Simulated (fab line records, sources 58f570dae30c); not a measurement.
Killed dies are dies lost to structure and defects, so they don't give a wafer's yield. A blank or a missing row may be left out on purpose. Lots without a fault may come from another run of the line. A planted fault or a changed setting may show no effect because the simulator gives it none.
Problem report in the 8D (eight disciplines) form, filled by code | flow berkeley_cmos170 | the parts of the form that need people (team, actions taken, sign-off) are left out

1. THE PROBLEM
FIELD_OXIDE_THK at UCB170_FIELD_THK_MEAS_02 reads a mean of 677 nm on 9 wafers of 3 lots; wafers without a fault read 562 nm with a standard deviation of 11. That is +10 standard deviations from the usual mean.
First seen on wafer L852.1, day 6 10:02, on film_metro-01. The record holds 45 wafers of 15 lots with a number at this step. Rule for "out", or "out of limits": more than 4 standard deviations from the usual mean. The other wafers with a number count as sound.

2. WHAT IT IS AND WHAT IT IS NOT
question                    | is                           | is not
which readings at this step | FIELD_OXIDE_THK              | -
which lots                  | L852, L853, L854             | L848, L850, L851, L862, L863, L864, L865, L866, L868, L869, L870, L871
which wafers of those lots  | all that have a number       | -
read on which gauges        | film_metro-01, film_metro-02 | film_metro-04
when                        | from day 6 10:02             | up to then (9 sound wafers); but 27 sound wafers of L862, L863, L864, L865, L866, L868, L869, L870, L871 came after

3. SUSPECTS, AND WHAT RULES EACH OUT
Counting: a tool at a process step up to the reading stays a suspect if it ran every lot that is out and no sound lot after the first of them.
- the gauge at UCB170_FIELD_THK_MEAS_02: ruled out. The wafers that are out were read on 2 gauges (film_metro-01, film_metro-02).
- furnace-01 at UCB170_FIELD_OXIDATION_01 (target thk 558.3 nm, ox time 7200 s): kept. It ran every lot that is out, first L852 (day 6 07:01), and no sound lot after that; its last sound lot up to then is L850 (day 5 19:20). Its own readings are out on those wafers: spike_tc_centre_C, spike_tc_load_C, spike_tc_source_C, tube_center_temp_C, tube_center_temp_C_max.
Left after counting: furnace-01 at UCB170_FIELD_OXIDATION_01.

4. THE CAUSE (what the simulator had put in)
Process parameter drift: furnace-01, from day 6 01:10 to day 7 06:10, at UCB170_FIELD_OXIDATION_01. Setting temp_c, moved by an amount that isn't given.
Counting left only this tool.

5. THE CHAIN OF EFFECTS, in route order
Each row: a reading whose mean over the struck wafers that have a number lies more than 3 standard deviations from the usual. Only readings for which the record gives a usual standard deviation are gone through. hours: the time from each lot's start at the first step in this table that gives one to its start at this step, as a median over the lots. sigmas: the change in usual standard deviations.
hours | step                      | reading                | usual    | on struck wafers | change | sigmas
0     | UCB170_FIELD_OXIDATION_01 | spike_tc_centre_C      | 1002.1 C | 1031.9           | +29.8  | +18
0     | UCB170_FIELD_OXIDATION_01 | spike_tc_load_C        | 1026.3 C | 1058.7           | +32.4  | +16
0     | UCB170_FIELD_OXIDATION_01 | spike_tc_source_C      | 1024.4 C | 1057.5           | +33.1  | +17
0     | UCB170_FIELD_OXIDATION_01 | tube_center_temp_C     | 1000 C   | 1032             | +32    | +99 or more
0     | UCB170_FIELD_OXIDATION_01 | tube_center_temp_C_max | 1002.5   | 1034.5           | +32.0  | +80
3     | UCB170_FIELD_THK_MEAS_02  | FIELD_OXIDE_THK        | 562 nm   | 677              | +115   | +10
16    | UCB170_FIELD_THK_MEAS_90  | FIELD_OXIDE_LEFT_1_THK | 446 nm   | 560              | +114   | +10
43    | UCB170_FIELD_THK_MEAS_91  | FIELD_OXIDE_LEFT_2_THK | 357 nm   | 471              | +114   | +10
The process steps in it:
- UCB170_FIELD_OXIDATION_01: target thk 558.3 nm, ox time 7200 s.
Later measuring or inspecting steps at which every struck wafer that the step has a row for has a number for every such reading, and none has moved that far: UCB170_NSD_CD_MEAS_06.

6. WHAT WOULD HAVE CAUGHT IT SOONER
In this record the first reading out of limits at a measuring or inspecting step was taken at day 6 10:02, 9 hours after the fault began at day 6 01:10.
The tool's own readings at UCB170_FIELD_OXIDATION_01 were out on every struck wafer that the step has a row for (spike_tc_centre_C, spike_tc_load_C, spike_tc_source_C, tube_center_temp_C, tube_center_temp_C_max): an alarm limit on them would have fired on the first of those.
All the lots that are out (3) had begun UCB170_FIELD_OXIDATION_01 on furnace-01 by day 6 10:02. A hold on the tool at that time would have spared none of them.
